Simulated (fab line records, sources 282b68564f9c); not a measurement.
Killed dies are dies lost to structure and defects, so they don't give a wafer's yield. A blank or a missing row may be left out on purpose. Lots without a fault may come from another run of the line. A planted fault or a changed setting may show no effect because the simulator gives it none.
Tool commonality check | flow rit_cmos | 14 lots, 42 wafers sampled

WHY IT WAS OPENED
At RIT_M1_RS_MEAS_01 the reading M1_AL_RS is flagged on 2 of 14 lots. Wafers without a fault read 0.0743 ohm/sq, standard deviation 0.00086.
Rule: a lot is flagged when every wafer of it that has a number lies more than 4 standard deviations from that mean, or none has a number. The other lots count as sound.

lot  | measured    | on            | M1_AL_RS (ohm/sq), wafer by wafer | flag
L626 | day 3 11:56 | film_metro-01 | 0.0749 0.0754 0.0752              |
L627 | day 3 15:01 | film_metro-02 | 0.0757 0.0736 0.0756              |
L629 | day 4 02:35 | film_metro-01 | 0.0742 0.0745 0.0737              |
L631 | day 4 11:29 | film_metro-04 | 0.0738 0.0757 0.0746              |
L632 | day 4 16:09 | film_metro-02 | 0.0746 0.0747 0.0745              |
L633 | day 4 20:54 | film_metro-01 | 0.0728 0.0741 0.0726              |
L634 | day 5 02:56 | film_metro-02 | 0.0749 0.0747 0.0744              |
L635 | day 5 07:29 | film_metro-04 | 0.0739 0.0740 0.0746              |
L636 | day 5 11:50 | film_metro-01 | 0.0743 0.0742 0.0743              |
L640 | day 6 09:02 | film_metro-02 | 0.0834 0.0820 0.0828              | FLAGGED
L641 | day 6 20:24 | film_metro-01 | 0.0759 0.0762 0.0754              |
L642 | day 6 20:42 | film_metro-02 | 0.0829 0.0835 0.0830              | FLAGGED
L646 | day 7 18:46 | film_metro-01 | 0.0720 0.0725 0.0718              |
L647 | day 7 20:54 | film_metro-02 | 0.0747 0.0743 0.0735              |
The numbers of the flagged lots are 0.0829 ohm/sq on average: +0.0086 ohm/sq against the usual, or +10 standard deviations.

WHICH TOOL RAN EACH LOT
The record holds 1 process step before the reading, out of a route of 202 steps. In each cell: the tool, then ch and the chambers that the sampled wafers went through, then the start.
lot  | flag    | RIT_M1_SPUTTER_00
L626 |         | pvd_sputter-04, day 3 11:38
L627 |         | pvd_sputter-03, day 3 14:43
L629 |         | pvd_sputter-03, day 4 02:16
L631 |         | pvd_sputter-03, day 4 11:11
L632 |         | pvd_sputter-04, day 4 15:52
L633 |         | pvd_sputter-03, day 4 20:36
L634 |         | pvd_sputter-04, day 5 02:37
L635 |         | pvd_sputter-03, day 5 07:12
L636 |         | pvd_sputter-04, day 5 11:31
L640 | FLAGGED | pvd_sputter-04, day 6 08:45
L641 |         | pvd_sputter-03, day 6 20:05
L642 | FLAGGED | pvd_sputter-04, day 6 20:25
L646 |         | pvd_sputter-01, day 7 18:27
L647 |         | pvd_sputter-03, day 7 20:34
What these steps do:
- RIT_M1_SPUTTER_00: material Al, target thk 400 nm, time 500 s.
- RIT_M1_RS_MEAS_01: measures by four-point-probe.

FLAGGED OVER TOTAL, TOOL BY TOOL (the gauges that took the reading come last)
step              | tool           | lots run | flagged | share of the flagged lots | sound lots run after its first flagged lot
RIT_M1_SPUTTER_00 | pvd_sputter-01 | 1        | 0       | none                      | -
RIT_M1_SPUTTER_00 | pvd_sputter-03 | 7        | 0       | none                      | -
RIT_M1_SPUTTER_00 | pvd_sputter-04 | 6        | 2       | all                       | 0
RIT_M1_RS_MEAS_01 | film_metro-01  | 6        | 0       | none                      | -
RIT_M1_RS_MEAS_01 | film_metro-02  | 6        | 2       | all                       | 1 (L647)
RIT_M1_RS_MEAS_01 | film_metro-04  | 2        | 0       | none                      | -

WHAT THE TABLE ALLOWS
2 rows of the table ran every flagged lot: pvd_sputter-04 at RIT_M1_SPUTTER_00, film_metro-02 at RIT_M1_RS_MEAS_01.
- pvd_sputter-04 at RIT_M1_SPUTTER_00: 2 of its 6 lots flagged. Its last sound lot is L636 (day 5 11:31), its first flagged lot L640 (day 6 08:45): a fault that began between those two fits. Its own readings lie more than 4 standard deviations out on every wafer of the flagged lots: chamber_pressure_pa.
- film_metro-02 at RIT_M1_RS_MEAS_01: 2 of its 6 lots flagged. Sound lots ran on it after the first flagged one (L647), which a lasting fault on the whole tool wouldn't allow.
One tool is left: pvd_sputter-04 at RIT_M1_SPUTTER_00.

WHAT THE SIMULATOR HAD PUT IN
Process parameter drift: pvd_sputter-04, from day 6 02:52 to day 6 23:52, at RIT_M1_SPUTTER_00. Setting chamber_pressure_pa, moved by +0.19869, from 0.4. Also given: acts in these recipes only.
Lots struck among those shown: L640, L642. The rule above found the same.
